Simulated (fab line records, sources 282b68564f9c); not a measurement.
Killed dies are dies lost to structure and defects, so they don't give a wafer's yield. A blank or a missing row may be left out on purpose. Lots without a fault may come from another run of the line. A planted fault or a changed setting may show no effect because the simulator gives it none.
Which tool did it? | flow rit_cmos | 15 lots, 45 wafers sampled, at 5 steps of a route of 202

WHAT THE GAUGES READ, wafer by wafer
RIT_ACTIVE_THK_MEAS_02. Usual: ACTIVE_OXIDE_THK 44.9 nm, standard deviation 0.75.
lot  | measured    | on            | ACTIVE_OXIDE_THK (nm) | flag
L955 | day 1 12:04 | film_metro-02 | 43.9 44.2 43.8        |
L956 | day 1 17:58 | film_metro-02 | 46.0 46.1 46.0        |
L959 | day 2 08:04 | film_metro-04 | 46.1 45.5 45.8        |
L960 | day 2 13:03 | film_metro-01 | 44.7 44.2 44.6        |
L961 | day 2 18:04 | film_metro-02 | 43.8 44.0 44.1        |
L962 | day 3 01:10 | film_metro-02 | 70.2 69.6 69.7        | OFF
L963 | day 3 06:09 | film_metro-04 | 71.7 71.7 70.8        | OFF
L965 | day 3 14:04 | film_metro-02 | 43.9 44.3 44.4        |
L968 | day 4 05:03 | film_metro-02 | 44.8 44.7 44.9        |
L969 | day 4 13:04 | film_metro-02 | 70.0 71.9 70.9        | OFF
L973 | day 5 06:03 | film_metro-02 | 45.3 45.1 46.0        |
L974 | day 5 11:58 | film_metro-01 | 44.0 44.2 44.5        |
L975 | day 5 16:05 | film_metro-04 | 44.6 44.2 44.5        |
L976 | day 5 21:03 | film_metro-02 | 44.9 44.7 45.5        |
L977 | day 6 02:07 | film_metro-02 | 45.0 45.2 45.4        |

RIT_NWELL_OVL_MEAS_06. Usual: NWELL_OVL -0.6 nm, standard deviation 1.1.
lot  | measured    | on         | NWELL_OVL (nm) | flag
L955 | day 1 21:17 | overlay-01 | -0.8 -0.4 0.6  |
L956 | day 2 02:04 | overlay-01 | -0.9 -0.2 -1.6 |
L959 | day 2 16:16 | overlay-02 | -0.3 -3.0 0.8  |
L960 | day 2 21:20 | overlay-01 | -1.9 0.0 -1.1  |
L961 | day 3 02:26 | overlay-01 | -1.3 -1.0 -0.8 |
L962 | day 3 12:39 | overlay-01 | -0.7 -1.6 -1.0 |
L963 | day 3 14:38 | overlay-02 | -1.5 -3.5 -0.5 |
L965 | day 3 22:26 | overlay-01 | 0.8 -0.4 -1.2  |
L968 | day 4 13:53 | overlay-01 | -0.9 -0.3 0.1  |
L969 | day 4 23:24 | overlay-01 | -0.9 -2.0 -1.9 |
L973 | day 5 14:10 | overlay-01 | -1.2 -0.4 -0.3 |
L974 | day 5 21:07 | overlay-01 | -0.4 -0.9 1.8  |
L975 | day 6 00:31 | overlay-01 | -0.2 -0.3 -0.3 |
L976 | day 6 10:55 | overlay-01 | -0.7 0.5 0.0   |
L977 | day 6 12:14 | overlay-01 | -1.4 -0.8 -0.6 |

RIT_CONTACT_OVL_MEAS_09. Usual: CONTACT_OVL -0.2 nm, standard deviation 1.3.
lot  | measured    | on         | CONTACT_OVL (nm) | flag
L955 | day 3 04:08 | overlay-02 | 0.1 -0.8 -0.1    |
L956 | day 3 08:19 | overlay-02 | 0.6 0.2 0.0      |
L959 | day 4 04:10 | overlay-01 | 0.5 -0.3 1.2     |
L960 | day 4 05:21 | overlay-02 | -1.8 -0.7 -0.7   |
L961 | day 4 11:52 | overlay-02 | -0.8 -0.6 -1.4   |
L962 | day 5 02:53 | overlay-02 | -1.4 0.1 -0.4    |
L963 | day 5 03:32 | overlay-01 | 0.0 1.2 1.5      |
L965 | day 5 05:17 | overlay-01 | 1.1 1.9 0.5      |
L968 | day 5 23:00 | overlay-01 | 0.4 -2.3 -0.8    |
L969 | day 6 11:38 | overlay-02 | 1.6 2.9 -0.5     |
L973 | day 7 01:57 | overlay-02 | -1.0 0.4 -0.6    |
L974 | day 7 06:40 | overlay-01 | 0.8 -0.4 0.0     |
L975 | day 7 09:44 | overlay-01 | 0.9 1.1 2.6      |
L976 | day 7 19:05 | overlay-01 | 0.0 -0.1 -1.8    |
L977 | day 7 20:49 | overlay-02 | -0.3 -1.9 0.8    |

RIT_M1_RS_MEAS_01: measures by four-point-probe. Usual: M1_AL_RS 0.0733 ohm/sq, standard deviation 0.00074.
lot  | measured    | on            | M1_AL_RS (ohm/sq)    | flag
L955 | day 3 05:28 | film_metro-02 | 0.0735 0.0726 0.0727 |
L956 | day 3 09:40 | film_metro-01 | 0.0734 0.0733 0.0725 |
L959 | day 4 05:32 | film_metro-04 | 0.0727 0.0725 0.0727 |
L960 | day 4 06:48 | film_metro-02 | 0.0744 0.0732 0.0730 |
L961 | day 4 13:13 | film_metro-01 | 0.0721 0.0721 0.0725 |
L962 | day 5 04:13 | film_metro-01 | 0.0721 0.0724 0.0729 |
L963 | day 5 04:52 | film_metro-01 | 0.0724 0.0735 0.0730 |
L965 | day 5 06:39 | film_metro-02 | 0.0741 0.0734 0.0722 |
L968 | day 6 00:19 | film_metro-04 | 0.0738 0.0742 0.0741 |
L969 | day 6 12:59 | film_metro-02 | 0.0730 0.0729 0.0739 |
L973 | day 7 03:16 | film_metro-01 | 0.0733 0.0745 0.0747 |
L974 | day 7 08:17 | film_metro-01 | 0.0741 0.0736 0.0744 |
L975 | day 7 11:10 | film_metro-02 | 0.0731 0.0735 0.0731 |
L976 | day 7 20:25 | film_metro-01 | 0.0737 0.0736 0.0735 |
L977 | day 7 22:25 | film_metro-02 | 0.0741 0.0740 0.0741 |

WHICH TOOL RAN EACH LOT (tool, then ch and the chambers of the sampled wafers, then the start)
lot  | RIT_ACTIVE_OXIDATION_01
L955 | furnace-04 ch 0, day 1 10:07
L956 | furnace-03 ch 0, day 1 16:01
L959 | furnace-01 ch 0, day 2 06:07
L960 | furnace-04 ch 0, day 2 11:07
L961 | furnace-04 ch 0, day 2 16:07
L962 | furnace-01 ch 0, day 2 21:07 and furnace-04 ch 0, day 2 23:13
L963 | furnace-01 ch 0, day 3 02:07 and furnace-03 ch 0, day 3 04:13
L965 | furnace-03 ch 0, day 3 12:07
L968 | furnace-04 ch 0, day 4 03:07
L969 | furnace-01 ch 0, day 4 08:07
L973 | furnace-04 ch 0, day 5 04:07
L974 | furnace-01 ch 0, day 5 10:02
L975 | furnace-01 ch 0, day 5 14:07
L976 | furnace-03 ch 0, day 5 19:07
L977 | furnace-01 ch 0, day 6 00:10
- RIT_ACTIVE_OXIDATION_01: target thk 46.8 nm, ox time 3200 s.

WHAT THE TOOLS THEMSELVES READ (means of the sampled wafers that have a number; where no wafer has one, the mark that the record gives instead)
RIT_ACTIVE_OXIDATION_01. Usual: ox_temp_c_max 1003.9, standard deviation 1.
lot  | tool                  | ox_temp_c_max | flag
L955 | furnace-04            | 1003.2        |
L956 | furnace-03            | 1004.0        |
L959 | furnace-01            | 1004.6        |
L960 | furnace-04            | 1003.7        |
L961 | furnace-04            | 1002.1        |
L962 | furnace-01/furnace-04 | 1003.9        |
L963 | furnace-01/furnace-03 | 1004.8        |
L965 | furnace-03            | 1004.1        |
L968 | furnace-04            | 1003.8        |
L969 | furnace-01            | 1004.7        |
L973 | furnace-04            | 1003.0        |
L974 | furnace-01            | 1005.7        |
L975 | furnace-01            | 1004.2        |
L976 | furnace-03            | 1005.4        |
L977 | furnace-01            | 1003.4        |

THE ANSWER, worked out from the rows above alone
Rule: a lot is off if the mean of its wafers that have a number lies more than 3 standard deviations from the usual mean. A lot without any number at a reading at which 4 lots or more have one is off too. The other lots that the step has rows for count as sound. The gauges are gone through in route order, then the tools' own readings, and for those a lot's mean is taken as printed above. The first step at which some lot is off is used, and at that step the reading that is off furthest; a lot without a number counts as furthest.
Off: L962, L963, L969, at RIT_ACTIVE_THK_MEAS_02 (ACTIVE_OXIDE_THK).
A tool fits if, at a process step before that reading, it ran every lot that is off, and no sound lot after the first of them. The gauges at RIT_ACTIVE_THK_MEAS_02 are tried like those tools. None of those tried fits.

WHAT THE SIMULATOR HAD PUT IN
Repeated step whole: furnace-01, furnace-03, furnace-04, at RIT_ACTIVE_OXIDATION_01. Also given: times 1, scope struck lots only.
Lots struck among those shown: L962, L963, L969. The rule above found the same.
